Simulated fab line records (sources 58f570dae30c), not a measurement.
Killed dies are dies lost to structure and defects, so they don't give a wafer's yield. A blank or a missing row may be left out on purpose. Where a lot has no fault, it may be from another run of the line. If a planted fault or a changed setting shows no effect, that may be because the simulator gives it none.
The tool behind it: which one? -- flow berkeley cmos170 -- 13 lots with 39 wafers sampled at 3 steps, on a route of 331 steps

## WHAT THE GAUGES SHOWED, per wafer
UCB170_M1_RS_MEAS_01: a four-point-probe measurement. Usual: M1_AL_RS gives 0.0488 ohm/sq (standard deviation 0.00087).
lot,measured,on,M1_AL_RS (ohm/sq),flag
L987,day 6 23:05,film metro-02,0.0485 0.0487 0.0491,
L988,day 7 23:27,film metro-02,0.0484 0.0483 0.0483,
L990,day 8 02:41,film metro-02,0.0483 0.0476 0.0473,
L994,day 8 12:40,film metro-02,0.0481 0.0479 0.0535,
L993,day 8 13:43,film metro-01,0.0478 0.0475 0.0478,
L998,day 10 03:41,film metro-02,0.0490 0.0482 0.0495,
L102,day 10 08:14,film metro-02,0.0506 0.0495 0.0496,
L104,day 10 18:57,film metro-02,0.0484 0.0483 0.0489,
L101,day 10 19:11,film metro-01,0.0494 0.0503 0.0493,
L106,day 11 07:34,film metro-01,0.0486 0.0490 0.0486,
L110,day 12 01:25,film metro-02,0.0493 0.0486 0.0490,
L109,day 12 01:58,film metro-02,0.0482 0.0496 0.0491,
L108,day 12 03:55,film metro-01,0.0486 0.0478 0.0487,

UCB170_M1_THK_MEAS_02: measures by xrf. Usual: M1_AL_THK gives 605 nm (standard deviation 11).
lot,measured,on,M1_AL_THK (nm),flag
L987,day 6 23:13,film metro-02,610 605 600,
L988,day 7 23:34,film metro-02,614 610 611,
L990,day 8 02:49,film metro-02,609 618 629,
L994,day 8 12:47,film metro-02,614 616 557,
L993,day 8 13:50,film metro-01,612 618 613,
L998,day 10 03:49,film metro-02,606 614 602,
L102,day 10 08:22,film metro-02,589 602 603,
L104,day 10 19:03,film metro-02,609 618 610,
L101,day 10 19:18,film metro-01,596 581 594,
L106,day 11 07:41,film metro-01,602 598 603,
L110,day 12 01:31,film metro-02,603 605 601,
L109,day 12 02:04,film metro-02,612 594 603,
L108,day 12 04:02,film metro-01,602 612 604,

## EACH LOT AND THE TOOL THAT RAN IT (in order: tool; ch and the chambers of the sampled wafers; start)
lot,UCB170_M1_SPUTTER_00
L987,"pvd sputter-03, day 6 23:02"
L988,"pvd sputter-04, day 7 23:23"
L990,"pvd sputter-03, day 8 02:38"
L994,"pvd sputter-03, day 8 12:36"
L993,"pvd sputter-04, day 8 13:40"
L998,"pvd sputter-01, day 10 03:38"
L102,"pvd sputter-01, day 10 08:11"
L104,"pvd sputter-04, day 10 18:51"
L101,"pvd sputter-01, day 10 19:05"
L106,"pvd sputter-01, day 11 07:29"
L110,"pvd sputter-04, day 12 01:20"
L109,"pvd sputter-03, day 12 01:52"
L108,"pvd sputter-04, day 12 03:50"
- UCB170_M1_SPUTTER_00: material Al, target thk 600 nm, time 80 s.

## AS READ BY THE TOOLS THEMSELVES (means over the sampled wafers that have a number; for cases with no such wafer, the mark the record gives instead)
UCB170_M1_SPUTTER_00. Usual: throttle valve pct 29.7 %, standard deviation 0.81.
lot,tool,throttle valve pct (%),flag
L987,pvd sputter-03,29.2,
L988,pvd sputter-04,30.4,
L990,pvd sputter-03,29.3,
L994,pvd sputter-03,28.4,
L993,pvd sputter-04,30.7,
L998,pvd sputter-01,29.5,
L102,pvd sputter-01,29.3,
L104,pvd sputter-04,30.4,
L101,pvd sputter-01,29.7,
L106,pvd sputter-01,29.1,
L110,pvd sputter-04,30.5,
L109,pvd sputter-03,29.1,
L108,pvd sputter-04,30.3,

## THE ANSWER, worked out from the rows above alone
Rule: a lot counts as off when the mean over its wafers that have a number is more than 3 standard deviations away from the usual mean. A lot without any number at a reading at which 4 lots or more have one is off too. All remaining lots with rows at the step are treated as sound. Order of review: gauges by route order, followed by the tools' own readings, for which a lot's mean as printed above is used. At the first step where some lot is off, the reading lying furthest off is the one used; lots without a number count as furthest.
No lot is off on any of the readings shown, so nothing can be concluded from this.

## WHAT THE SIMULATOR HAD PUT IN
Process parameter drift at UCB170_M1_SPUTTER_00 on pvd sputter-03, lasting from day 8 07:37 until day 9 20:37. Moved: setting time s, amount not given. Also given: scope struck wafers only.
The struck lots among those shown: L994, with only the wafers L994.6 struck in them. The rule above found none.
